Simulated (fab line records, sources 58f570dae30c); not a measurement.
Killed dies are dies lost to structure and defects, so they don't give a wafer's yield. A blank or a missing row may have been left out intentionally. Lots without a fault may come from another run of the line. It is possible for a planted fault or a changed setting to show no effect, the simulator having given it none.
Which of the tools did it?    flow berkeleyCmos170    route of 331 steps, sampled at 1 step: 15 lots, 45 wafers

== WHAT THE GAUGES SHOWED, per wafer ==
The record lacks any reading of a measuring or inspecting step that a usual standard deviation could be used to judge.

== WHAT TOOL EACH LOT RAN ON (gives the tool, then ch and the chambers of the sampled wafers, and finally the start) ==
lot   UCB170_M2_STRIP_07
L225  plasmaAsher-04 ch 0,1, day 7 07:38
L227  plasmaAsher-01 ch 0,1, day 7 22:40
L229  plasmaAsher-04 ch 0,1, day 8 16:34
L228  plasmaAsher-02 ch 0,1, day 8 17:14
L235  plasmaAsher-04 ch 0,1, day 8 23:17
L232  plasmaAsher-04 ch 0,1, day 8 23:30
L236  plasmaAsher-02 ch 0,1, day 9 23:44
L241  plasmaAsher-04 ch 0,1, day 10 15:01
L239  plasmaAsher-02 ch 0,1, day 10 19:19
L240  plasmaAsher-01 ch 0,1, day 10 19:24
L242  plasmaAsher-04 ch 0,1, day 11 05:16
L243  plasmaAsher-02 ch 0,1, day 11 10:32
L244  plasmaAsher-01 ch 0,1, day 11 10:43
L245  plasmaAsher-04 ch 0,1, day 11 11:23
L247  plasmaAsher-04 ch 0,1, day 11 18:29
- UCB170_M2_STRIP_07: strips in O2.

== AS READ BY THE TOOLS THEMSELVES (means over the sampled wafers that have a number; for cases with no such wafer, the mark the record gives instead) ==
UCB170_M2_STRIP_07.
lot   tool            chamberPressureMTorr (mTorr)  drypumpMotorCurrentA (A)  oesProductAu (a.u.)  stripTimeToEndpointS (s)
L225  plasmaAsher-04  3500                          5.92                      0.734                21.83
L227  plasmaAsher-01  3497                          5.78                      0.729                21.91
L229  plasmaAsher-04  3500                          5.97                      0.731                22.04
L228  plasmaAsher-02  3497                          5.26                      0.733                21.99
L235  plasmaAsher-04  -                             -                         -                    -
L232  plasmaAsher-04  -                             -                         -                    -
L236  plasmaAsher-02  -                             -                         -                    -
L241  plasmaAsher-04  3500                          5.92                      0.731                21.97
L239  plasmaAsher-02  3501                          5.27                      0.733                21.99
L240  plasmaAsher-01  3497                          5.77                      0.732                22.01
L242  plasmaAsher-04  3501                          5.93                      0.737                22.02
L243  plasmaAsher-02  3502                          5.27                      0.733                22.00
L244  plasmaAsher-01  3498                          5.68                      0.737                21.88
L245  plasmaAsher-04  3503                          5.92                      0.732                21.94
L247  plasmaAsher-04  3500                          5.91                      0.731                21.91

== THE ANSWER, worked out from the rows above alone ==
Rule: the usual values come from the lots themselves. The widest of any qualifying gaps counts: lots, ordered by their means at a reading, are off when they make up no more than a third of the lots, leave a main group of 4 or more, and stand apart from it by 3 or more times the standard deviation of that group's means. The tables above print the reading to a certain number of digits; a main group whose means all agree to those digits is not used. Also off: a lot with no number at a reading for which 4 or more lots have one. Where the step has rows for the other lots, those lots are counted as sound. Order of review: gauges by route order, followed by the tools' own readings, for which a lot's mean as printed above is used. At the first step where some lot is off, the reading lying furthest off is the one used; lots without a number count as furthest.
Off, at UCB170_M2_STRIP_07 on chamberPressureMTorr: L235, L232, L236. Without a number there: L235, L232, L236. The main group has a mean of 3500 mTorr with a standard deviation of 1.9.
A tool fits if, at that step or a process step before it, it ran every lot that is off, and no sound lot after the first of them. No candidate that was tried fits.

== WHAT HAD BEEN PUT IN BY THE SIMULATOR ==
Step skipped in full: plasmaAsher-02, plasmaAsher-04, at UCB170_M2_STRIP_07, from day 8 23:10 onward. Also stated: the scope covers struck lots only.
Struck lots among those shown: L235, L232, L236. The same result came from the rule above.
